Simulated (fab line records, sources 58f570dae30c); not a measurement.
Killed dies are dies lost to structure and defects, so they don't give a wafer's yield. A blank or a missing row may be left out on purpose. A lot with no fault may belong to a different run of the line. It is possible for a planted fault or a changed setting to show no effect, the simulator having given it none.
Code-filled problem report in 8D (eight disciplines) form ; flow berkeleyCmos170 ; the parts of the form that need people (team, actions taken, sign-off) are left out

1. PROBLEM STATEMENT
stripTimeToEndpointS at UCB170_NWELL_STRIP_15 reads a mean of 18.43 s on 2 wafers of 2 lots; wafers without a fault read 18.01 s with a standard deviation of 0.095. Relative to the usual mean, that is a shift of +4.4 standard deviations.
The step: strips in O2.
First observed at day 5 15:09: wafer L172.5, on plasmaAsher-04. The record holds 42 wafers of 14 lots with a number at this step. Rule for "out", or "out of limits": more than 4 standard deviations from the usual mean. Any other wafer with a number is counted as sound.

2. WHAT IT IS, WHAT IT ISN'T
question;is;is not
which readings at this step;stripTimeToEndpointS;drypumpMotorCurrentA, oesProductAu
which lots;L172, L177;L158, L159, L161, L162, L163, L164, L168, L169, L176, L179, L180, L181
which wafers of those lots;L172.5, L177.2;L172.2, L172.6, L177.3, L177.6
read on which tools;plasmaAsher-02, plasmaAsher-04;plasmaAsher-01
when;from day 5 15:09;"up to then (26 sound wafers); but 14 sound wafers of L176, L177, L179, L180, L181 came after"

3. THE SUSPECTS, EACH WITH WHAT RULES IT OUT
Counting: any tool at a process step up to the reading remains a suspect provided it ran every lot that is out. Sound lots after the first of them don't rule it out here, since some wafers of a struck lot are sound.
- rieDiel-04 at UCB170_NWELL_ETCH_13 (etches Si3N4 in CH3F/Ar/O2, stops on SiO2, target depth 246.4 nm, time 154 s): kept. It ran every lot that is out, first L172 (day 5 14:54); its last sound lot up to then is L169 (day 4 14:07).
- rieDiel-04, UCB170_NWELL_ETCH_13: wafers that are out in chamber 3, sound lot-mates in chambers 0, 1, 2.
Left after counting: rieDiel-04 at UCB170_NWELL_ETCH_13.

4. THE CAUSE (what the simulator had put in)
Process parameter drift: rieDiel-04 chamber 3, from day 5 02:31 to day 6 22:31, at UCB170_NWELL_ETCH_13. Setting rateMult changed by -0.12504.
The count eliminated every tool but this one.

5. THE CHAIN OF EFFECTS, in route order
One row per reading whose mean, taken over the struck wafers that have a number, lies over 3 standard deviations from the usual. Readings are gone through only where the record gives a usual standard deviation; hours: the median, over the lots, of the time from a lot's start at the first step in this table giving one to that lot's start at this step; sigmas: the change measured in usual standard deviations.
hours;step;reading;usual;on struck wafers;change;sigmas
0;UCB170_NWELL_STRIP_15;stripTimeToEndpointS;18.01 s;18.43;+0.42;+4.4
Its process steps:
- UCB170_NWELL_STRIP_15: strips in O2.
At these later measuring or inspecting steps, every struck wafer for which the step has a row has a number for every such reading, and none has moved that far: UCB170_PWELL_THK_MEAS_03, UCB170_ACTIVE_THK_MEAS_03, UCB170_ACTIVE_THK_MEAS_06.

6. HOW IT WOULD HAVE BEEN CAUGHT EARLIER
In this record no reading fell out of limits until day 5 15:09, 13 hours after the fault had begun at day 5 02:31.
Tool readings at UCB170_NWELL_ETCH_13 with a usual standard deviation given in the record: none out on any struck wafer, hence no alarm at a limit of 4 standard deviations on them.
Of the lots that are out (2), L177 began UCB170_NWELL_ETCH_13 on rieDiel-04 after day 5 15:09. It would have been spared by a hold on the tool at that moment.
